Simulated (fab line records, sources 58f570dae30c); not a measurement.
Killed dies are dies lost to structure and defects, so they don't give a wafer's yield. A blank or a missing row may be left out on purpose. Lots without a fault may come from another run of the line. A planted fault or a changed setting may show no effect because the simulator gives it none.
Chamber matching | flow berkeley_cmos170 | UCB170_V2_ETCH_14 on rie_diel-02: 4 sister chambers
The step etches SiO2 in CHF3/CF4/Ar, stops on Al, target depth 1250 nm, time 291 s. 16 wafers are shown with their chamber, then 8 later ones without.

WAFERS WITH THEIR CHAMBER
wafer  | chamber | throttle_valve_pct (%) | oes_product_au (a.u.)
L206.1 | 3       | 7.04                   | 0.868
L206.2 | 2       | 7.11                   | 0.866
L206.6 | 1       | 7.00                   | 0.877
L209.1 | 3       | 7.01                   | 0.869
L209.2 | 0       | 6.91                   | 0.889
L209.6 | 3       | 7.02                   | 0.861
L211.2 | 3       | 7.02                   | 0.869
L211.5 | 3       | 7.02                   | 0.857
L211.6 | 0       | 6.92                   | 0.895
L212.1 | 3       | 7.03                   | 0.866
L212.3 | 0       | 6.92                   | 0.902
L212.6 | 1       | 6.99                   | 0.867
L213.4 | 0       | 6.92                   | 0.898
L213.5 | 2       | 7.07                   | 0.860
L213.6 | 3       | 7.03                   | 0.877
L214.2 | 2       | 7.09                   | 0.864

SIGNATURES (means of the wafers above)
reading            | chamber 0 | chamber 1 | chamber 2 | chamber 3 | scatter within a chamber
throttle_valve_pct | 6.9175    | 6.9950    | 7.0900    | 7.0243    | 0.0112
oes_product_au     | 0.89600   | 0.87200   | 0.86333   | 0.86671   | 0.0058
Rule: a wafer's distance from a chamber is the root of the sum, over the readings, of the square of ((its reading less the chamber's mean) divided by the reading's scatter). The wafer belongs to the nearest chamber; if the next one is less than 2 further off, it can't be placed. The scatter: the root of (the sum of the squares of (reading less its chamber's mean) over the shown wafers, divided by (wafers less chambers)).

WAFERS WITHOUT THEIR CHAMBER
wafer  | throttle_valve_pct (%) | oes_product_au (a.u.)
L214.3 | 6.91                   | 0.894
L214.4 | 7.01                   | 0.863
L222.2 | 7.09                   | 0.866
L222.3 | 6.90                   | 0.897
L222.4 | 6.99                   | 0.868
L225.1 | 7.01                   | 0.864
L225.4 | 6.92                   | 0.895
L225.5 | 6.99                   | 0.878

WHICH CHAMBER EACH WENT THROUGH
wafer  | from the rows above     | in truth
L214.3 | 0                       | 0
L214.4 | can't be placed: 3 or 1 | 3
L222.2 | 2                       | 2
L222.3 | 0                       | 0
L222.4 | 1                       | 1
L225.1 | can't be placed: 3 or 1 | 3
L225.4 | 0                       | 0
L225.5 | 1                       | 1
Placed correctly: 6 of 8. Can't be placed from these rows: 2 (the true chamber is among the candidates in 2). Placed wrongly: 0.
